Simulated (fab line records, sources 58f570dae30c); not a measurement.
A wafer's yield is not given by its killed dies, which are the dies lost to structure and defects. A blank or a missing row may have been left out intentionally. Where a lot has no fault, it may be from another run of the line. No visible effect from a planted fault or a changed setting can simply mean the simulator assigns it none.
Matching of chambers :: flow berkeleyCmos170 :: pecvd-04 running UCB170_V2_CVD_00: 3 sister chambers
The step deposits SiO2 from TEOS/O2, target thk 2000 nm, time 250 s. 6 wafers are shown with their chamber, then 7 later ones without.

== WAFERS PAIRED WITH THEIR CHAMBERS ==
wafer: L655.2
chamber: 1
heaterPowerW (W): 268

wafer: L654.2
chamber: 0
heaterPowerW (W): 224

wafer: L654.4
chamber: 0
heaterPowerW (W): 173

wafer: L654.6
chamber: 2
heaterPowerW (W): 135

wafer: L660.2
chamber: 1
heaterPowerW (W): 290

wafer: L660.3
chamber: 2
heaterPowerW (W): 172

== WAFERS WHOSE CHAMBER IS MISSING ==
wafer: L660.4
heaterPowerW (W): 204

wafer: L665.1
heaterPowerW (W): 229

wafer: L665.4
heaterPowerW (W): 193

wafer: L665.5
heaterPowerW (W): 172

wafer: L666.4
heaterPowerW (W): 257

wafer: L666.5
heaterPowerW (W): 130

wafer: L666.6
heaterPowerW (W): 213

== WHICH CHAMBER EACH ONE RAN IN ==
wafer: L660.4
from the rows above: can't be placed: 0 or 2
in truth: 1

wafer: L665.1
from the rows above: can't be placed: 0 or 1 or 2
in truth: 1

wafer: L665.4
from the rows above: can't be placed: 0 or 2
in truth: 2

wafer: L665.5
from the rows above: can't be placed: 2 or 0
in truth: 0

wafer: L666.4
from the rows above: can't be placed: 1 or 0
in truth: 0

wafer: L666.5
from the rows above: can't be placed: 2 or 0
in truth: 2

wafer: L666.6
from the rows above: can't be placed: 0 or 2 or 1
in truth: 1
Correctly placed: 0 of 7. These rows do not allow placing 7 (true chamber among the candidates in 6). Placed wrongly: 0.
How it was worked out, from the rows above alone: a wafer's distance from a chamber is the root of the sum, over the readings, of the square of ((its reading less the chamber's mean) divided by the reading's scatter). The wafer belongs to the nearest chamber; if the next one is less than 2 further off, it can't be placed. A chamber's mean is the mean of its shown wafers. How the scatter is found: for the shown wafers, subtract from each reading the mean of its chamber, square and add these, divide the total by (wafers less chambers), then take the root.
